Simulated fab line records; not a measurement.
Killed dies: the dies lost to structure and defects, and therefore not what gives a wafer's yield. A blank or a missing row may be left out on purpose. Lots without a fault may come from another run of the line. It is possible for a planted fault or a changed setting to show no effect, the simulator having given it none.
fab line records | flow rit-cmos
record lots=14 | wafers=42 | last-day=7
route steps=202 shown ACTIVE@4
lots that met no fault: from a run of the same line without faults
start-h: hours from the record's first day to the start of the lot's first wafer shown | wait-h: hours elapsed since this lot's preceding step | " unchanged from the row above | L1.1+2: a row that stands for several wafers | - no value, or no start given | * or withheld: withheld | < > ~ a bound
route shown NAME@n: NAME is a module with steps in the file, n the number in the route of the first one | usual: average and standard deviation across the fault-free wafers | same: alike in all rows | chamber/n: place in a boat | sites: per-site readings | _std_site: the values' standard deviation | _edge_site: the outer-site mean with the inner-site mean subtracted | radius-mm: how far each site lies from the wafer's centre | mask NAME#n: copy n | behind: the most recent tool/chamber to have shaped the wafer | hold: reason for holding the lot/hours on hold/outcome of the hold | device: whichever transistor did not switch (one of n, p or np) | end of line: the route-end tests of the same wafers | step lacking rows: just its recipe | killed: at the first sort, the dies lost to defects and structure; wafer yield is something else | map: shows each die of a wafer: x if killed, . if not, _ if none is there
set.NAME: the setting that was run; set.NAME@STEP: the one run at that earlier step | model.NAME: the simulator's own value behind a step, which no gauge read
the route's steps for a sample of lots (tables are steps, rows are wafers)
services: the hour from which a tool's chamber was out of use, counted from the record's first day as start-h (under 0 if before that day), plus the number of hours and why
## steps
# step RIT_ACTIVE_CVD_03
# recipe material=Si3N4 | target-thk-nm=150 | temp-c=810 | precursor=SiH2Cl2/NH3 | time-s=1500 | pressure-mtorr=300 | sih2cl2-flow-sccm=60 | nh3-flow-sccm=150
# usual spike-tc-centre-C=813.8/1.1 | zone-power-centre-pct=37.5/2.5 | zone-power-source-pct=20.2/0.43
lot.wafer | tool     | chamber | start-h | wait-h | spike-tc-centre-C | zone-power-centre-pct | zone-power-source-pct
L311.2    | lpcvd-02 | 0       | 13.61   | 0.0    | 813.5             | 36.8                  | 19.6
L311.5    | "        | 0       | "       | "      | 814.1             | 37.0                  | 20.1
L311.6    | "        | 0       | "       | "      | 812.9             | 36.7                  | 20.0
L312.1    | lpcvd-02 | 0       | 19.58   | 2.1    | 813.0             | 36.8                  | 20.0
L312.3    | "        | 0       | "       | "      | 812.8             | 36.8                  | 19.9
L312.4    | "        | 0       | "       | "      | 813.0             | 37.0                  | 20.1
L313.3    | lpcvd-02 | 0       | 22.31   | 0.0    | 813.2             | 37.5                  | 20.2
L313.5    | "        | 0       | "       | "      | 812.7             | 36.9                  | 20.1
L313.6    | "        | 0       | "       | "      | 811.2             | 36.6                  | 20.0
L314.2    | lpcvd-02 | 0       | 27.11   | 0.0    | 814.7             | 36.5                  | 20.2
L314.5    | "        | 0       | "       | "      | 813.1             | 36.4                  | 19.6
L314.6    | "        | 0       | "       | "      | 813.2             | 36.7                  | 20.3
L316.1    | lpcvd-01 | 1       | 38.10   | 0.1    | 813.4             | 35.0                  | 20.9
L316.3    | "        | 1       | "       | "      | 814.5             | 35.8                  | 20.8
L316.5    | "        | 1       | "       | "      | 814.8             | 35.3                  | 20.7
L317.3    | lpcvd-01 | 0       | 43.80   | 0.0    | 811.3             | 35.1                  | 20.3
L317.4    | "        | 0       | "       | "      | 814.7             | 35.0                  | 20.6
L317.6    | "        | 0       | "       | "      | 812.6             | 34.7                  | 20.2
L318.1    | lpcvd-02 | 1       | 48.32   | 1.2    | 815.4             | 40.1                  | 19.6
L318.2    | "        | 1       | "       | "      | 812.2             | 40.8                  | 19.9
L318.3    | "        | 1       | "       | "      | 815.5             | 41.1                  | 19.8
L319.1    | lpcvd-01 | 1       | 53.09   | 0.1    | 812.9             | 35.4                  | 20.6
L319.5    | "        | 1       | "       | "      | 814.4             | 35.6                  | 21.1
L319.6    | "        | 1       | "       | "      | 811.9             | 35.5                  | 20.6
L320.1    | lpcvd-02 | 0       | 61.42   | 1.0    | 813.6             | 36.8                  | 20.2
L320.2    | "        | 0       | "       | "      | 814.2             | 36.7                  | 19.7
L320.5    | "        | 0       | "       | "      | 813.1             | 36.5                  | 20.4
L322.2    | lpcvd-02 | 0       | 70.05   | 1.4    | 813.1             | 36.8                  | 19.8
L322.3    | "        | 0       | "       | "      | 812.9             | 36.8                  | 19.9
L322.6    | "        | 0       | "       | "      | 814.8             | 36.7                  | 19.9
L325.3    | lpcvd-01 | 0       | 83.08   | 0.3    | 813.2             | 35.3                  | 20.4
L325.4    | "        | 0       | "       | "      | 812.4             | 34.9                  | 20.2
L325.6    | "        | 0       | "       | "      | 813.8             | 35.4                  | 20.5
L327.1    | lpcvd-01 | 1       | 93.36   | 0.1    | 814.4             | 35.5                  | 21.3
L327.4    | "        | 1       | "       | "      | 815.0             | 36.1                  | 20.4
L327.5    | "        | 1       | "       | "      | 814.6             | 35.5                  | 21.3
L328.2    | lpcvd-02 | 0       | 100.88  | 2.9    | 842.1             | 47.2                  | 18.2
L328.3    | "        | 0       | "       | "      | 841.5             | 47.3                  | 18.4
L328.6    | "        | 0       | "       | "      | 842.1             | 47.1                  | 18.5
L330.2    | lpcvd-02 | 0       | 109.97  | 0.0    | 841.3             | 46.5                  | 18.6
L330.5    | "        | 0       | "       | "      | 842.0             | 47.0                  | 18.4
L330.6    | "        | 0       | "       | "      | 841.4             | 47.0                  | 18.6
# step RIT_ACTIVE_THK_MEAS_04
# recipe reads=Si3N4_of_ACTIVE_CVD_03
# usual ACTIVE_NITRIDE_THK=150.2/1.2
lot.wafer | tool          | chamber | start-h | wait-h | ACTIVE_NITRIDE_THK[nm]
L311.2    | film-metro-03 | -       | 15.04   | 0.0    | 149.0
L311.5    | "             | -       | "       | "      | 148.4
L311.6    | "             | -       | "       | "      | 148.8
L312.1    | film-metro-02 | -       | 21.00   | 0.0    | 147.3
L312.3    | "             | -       | "       | "      | 147.3
L312.4    | "             | -       | "       | "      | 147.6
L313.3    | film-metro-03 | -       | 23.75   | 0.0    | 147.6
L313.5    | "             | -       | "       | "      | 148.5
L313.6    | "             | -       | "       | "      | 150.4
L314.2    | film-metro-01 | -       | 28.54   | 0.0    | 149.4
L314.5    | "             | -       | "       | "      | 151.3
L314.6    | "             | -       | "       | "      | 149.9
L316.1    | film-metro-02 | -       | 39.52   | 0.0    | 151.5
L316.3    | "             | -       | "       | "      | 150.9
L316.5    | "             | -       | "       | "      | 151.7
L317.3    | film-metro-02 | -       | 45.24   | 0.0    | 150.9
L317.4    | "             | -       | "       | "      | 151.3
L317.6    | "             | -       | "       | "      | 150.9
L318.1    | film-metro-01 | -       | 49.74   | 0.0    | 149.5
L318.2    | "             | -       | "       | "      | 149.8
L318.3    | "             | -       | "       | "      | 151.6
L319.1    | film-metro-03 | -       | 55.21   | 0.0    | 149.8
L319.5    | "             | -       | "       | "      | 150.7
L319.6    | "             | -       | "       | "      | 150.0
L320.1    | film-metro-02 | -       | 62.84   | 0.0    | 150.6
L320.2    | "             | -       | "       | "      | 150.1
L320.5    | "             | -       | "       | "      | 150.7
L322.2    | film-metro-03 | -       | 71.48   | 0.0    | 150.5
L322.3    | "             | -       | "       | "      | 149.9
L322.6    | "             | -       | "       | "      | 150.1
L325.3    | film-metro-03 | -       | 85.23   | 0.0    | 149.2
L325.4    | "             | -       | "       | "      | 149.4
L325.6    | "             | -       | "       | "      | 151.4
L327.1    | film-metro-02 | -       | 95.48   | 0.0    | 149.2
L327.4    | "             | -       | "       | "      | 149.6
L327.5    | "             | -       | "       | "      | 148.7
L328.2    | film-metro-02 | -       | 103.02  | 0.0    | 180.8
L328.3    | "             | -       | "       | "      | 173.8
L328.6    | "             | -       | "       | "      | 156.6
L330.2    | film-metro-01 | -       | 112.10  | 0.0    | 161.9
L330.5    | "             | -       | "       | "      | 181.3
L330.6    | "             | -       | "       | "      | 190.0
# step RIT_ACTIVE_ETCH_13
# recipe stop-on=SiO2 | chemistry=SF6 | target=Si3N4 | time-s=210 | over-etch-frac=0.4 | SF6_flow_sccm=200 | pressure-mtorr=260 | rf-w=125 | target-depth-a=2100
# usual chamber-pressure-mTorr=259.96/0.21 | drypump-motor-current-A=5.7/0.3 | oes-product-au=0.818/0.012 | rf-fwd-power-W=124.5/0.4 | throttle-valve-pct=7.48/0.11
lot.wafer | tool        | chamber | start-h | wait-h | chamber-pressure-mTorr | drypump-motor-current-A | oes-product-au | rf-fwd-power-W | rf-hours-counter-h | throttle-valve-pct
L311.2    | rie-diel-04 | 3       | 16.51   | 0.1    | 259.70                 | 5.5                     | 0.801          | 124.5          | 94                 | 7.50
L311.5    | "           | 0       | "       | "      | 259.69                 | 6.1                     | 0.796          | 124.4          | -                  | 7.56
L311.6    | "           | 3       | "       | "      | 260.26                 | 5.5                     | 0.806          | 123.9          | -                  | 7.49
L312.1    | rie-diel-02 | 2       | 22.79   | 0.1    | 259.92                 | 6.1                     | 0.808          | 124.1          | 129                | 7.33
L312.3    | "           | 3       | "       | "      | 259.88                 | 5.8                     | 0.821          | 124.6          | 6                  | 7.66
L312.4    | "           | 1       | "       | "      | 259.98                 | 5.6                     | 0.821          | 124.6          | 26                 | 7.30
L313.3    | rie-diel-01 | 1       | 25.38   | 0.1    | 260.07                 | 5.8                     | 0.801          | 124.1          | 146                | 7.63
L313.5    | "           | 2       | "       | "      | 259.95                 | 5.4                     | 0.827          | 124.1          | -                  | 7.36
L313.6    | "           | 1       | "       | "      | 259.75                 | 5.8                     | 0.813          | 124.0          | -                  | 7.63
L314.2    | rie-diel-04 | 0       | 30.32   | 0.1    | 259.55                 | 6.1                     | 0.805          | 124.7          | 33                 | 7.55
L314.5    | "           | 1       | "       | "      | 260.07                 | 5.2                     | 0.811          | 123.4          | -                  | 7.51
L314.6    | "           | 0       | "       | "      | 260.05                 | 6.1                     | 0.799          | 124.6          | -                  | 7.56
L316.1    | rie-diel-04 | 0       | 40.70   | 0.1    | 260.04                 | 6.1                     | 0.805          | 125.1          | 34                 | 7.58
L316.3    | "           | 3       | "       | "      | 260.05                 | 5.5                     | 0.805          | 124.6          | 95                 | 7.49
L316.5    | "           | 2       | "       | "      | 259.90                 | 5.2                     | 0.813          | 124.9          | -                  | 7.49
L317.3    | rie-diel-04 | 1       | 46.42   | 0.1    | 259.74                 | 5.2                     | 0.811          | 124.1          | 50                 | 7.51
L317.4    | "           | 2       | "       | "      | 260.13                 | 5.3                     | 0.826          | 124.4          | 133                | 7.48
L317.6    | "           | 3       | "       | "      | 259.85                 | 5.5                     | 0.807          | 124.1          | -                  | 7.52
L318.1    | rie-diel-02 | 3       | 50.92   | 0.1    | 260.41                 | 5.8                     | 0.819          | 124.5          | 7                  | 7.66
L318.2    | "           | 0       | "       | "      | 259.63                 | 5.6                     | 0.835          | 124.7          | 2                  | 7.44
L318.3    | "           | 1       | "       | "      | 259.99                 | 5.6                     | 0.825          | 124.4          | 27                 | 7.28
L319.1    | rie-diel-01 | 1       | 56.39   | 0.1    | 260.07                 | 5.8                     | 0.815          | 124.5          | 147                | 7.63
L319.5    | "           | 3       | "       | "      | 259.91                 | 5.9                     | 0.842          | 124.7          | -                  | 7.46
L319.6    | "           | 2       | "       | "      | 259.75                 | 5.4                     | 0.817          | 124.6          | -                  | 7.36
L320.1    | rie-diel-01 | 2       | 64.14   | 0.1    | 260.07                 | 5.4                     | 0.822          | 124.1          | 13                 | 7.38
L320.2    | "           | 0       | "       | "      | 259.42                 | 6.2                     | 0.832          | 124.5          | 92                 | 7.68
L320.5    | "           | 2       | "       | "      | 259.93                 | 5.4                     | 0.824          | 124.3          | -                  | 7.35
L322.2    | rie-diel-01 | 2       | 72.77   | 0.1    | 260.12                 | 5.5                     | 0.827          | 124.1          | 14                 | 7.36
L322.3    | "           | 1       | "       | "      | 260.11                 | 5.7                     | 0.813          | 124.2          | 147                | 7.63
L322.6    | "           | 2       | "       | "      | 260.00                 | 5.4                     | 0.820          | 124.2          | -                  | 7.35
L325.3    | rie-diel-04 | 0       | 86.41   | 0.1    | 259.86                 | 6.1                     | 0.799          | 124.9          | 34                 | 7.57
L325.4    | "           | 3       | "       | "      | 260.12                 | 5.6                     | 0.799          | 123.7          | 95                 | 7.51
L325.6    | "           | 3       | "       | "      | 259.84                 | 5.5                     | 0.819          | 124.1          | -                  | 7.50
L327.1    | rie-diel-04 | 3       | 96.79   | 0.1    | 260.15                 | 5.5                     | 0.807          | 124.4          | 96                 | 7.48
L327.4    | "           | 1       | "       | "      | 259.54                 | 5.2                     | 0.806          | 124.5          | 51                 | 7.51
L327.5    | "           | 3       | "       | "      | 259.72                 | 5.5                     | 0.805          | 124.7          | -                  | 7.51
L328.2    | rie-diel-02 | 2       | 104.23  | 0.1    | 260.29                 | 6.1                     | 0.895          | 124.4          | 130                | 7.33
L328.3    | "           | 3       | "       | "      | 259.55                 | 5.8                     | 0.902          | 123.4          | 7                  | 7.69
L328.6    | "           | 1       | "       | "      | 260.08                 | 5.6                     | 0.840          | 124.6          | -                  | 7.30
L330.2    | rie-diel-02 | 3       | 113.40  | 0.1    | 260.32                 | 5.8                     | 0.861          | 124.0          | 8                  | 7.65
L330.5    | "           | 3       | "       | "      | 260.08                 | 5.8                     | 0.912          | 123.9          | -                  | 7.63
L330.6    | "           | 2       | "       | "      | 259.87                 | 6.1                     | 0.930          | 125.1          | -                  | 7.34
## services
tool        | chamber | start-h | hours | kind
rie-diel-04 | 2       | -3.17   | 4.2   | repair
rie-diel-04 | 2       | 5.59    | 25.7  | repair
rie-diel-01 | 3       | 10.45   | -     | clean
rie-diel-01 | 3       | 10.45   | 19.0  | scheduled-down
rie-diel-01 | 3       | 10.45   | 19.0  | vent-cycle
rie-diel-04 | 0       | 21.92   | 3.9   | repair
rie-diel-01 | -       | 33.21   | 2.8   | pm
rie-diel-01 | 2       | 37.48   | 6.7   | repair
rie-diel-04 | 3       | 60.48   | 3.4   | repair
rie-diel-01 | 0       | 64.56   | 14.7  | repair
lpcvd-01    | -       | 108.14  | 28.1  | pm
## key
first-sign step=RIT_ACTIVE_CVD_03 | reading=spike-tc-centre-C | direction=up | sigmas=25 | usual=813.8 | struck=841.7
effect step=RIT_ACTIVE_CVD_03 | reading=zone-power-source-pct | direction=down | sigmas=4 | usual=20.2 | struck=18.5
effect step=RIT_ACTIVE_THK_MEAS_04 | reading=ACTIVE_NITRIDE_THK | direction=up | sigmas=19 | usual=150.2 | struck=174.1
effect step=RIT_ACTIVE_ETCH_13 | reading=oes-product-au | direction=up | sigmas=5.9 | usual=0.818 | struck=0.890 | wafers-moved=5
met-at RIT_ACTIVE_CVD_03
struck-lots L328,L330
tester-left-out L328,L330
onset-between 70.05 100.88
fault kind=process-parameter-drift | tool=lpcvd-02 | chamber=- | onset-h=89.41 | steps=RIT_ACTIVE_CVD_03 | channel=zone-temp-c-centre | offset=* | shape=step | end-h=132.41
# tester-left-out: of these lots the tester's yield and bins aren't shown, on N5 and GAA mostly nor the transistor test; their killed dies are dies lost to structure and defects alone, not to doping, threshold or leakage, so they don't give the yield
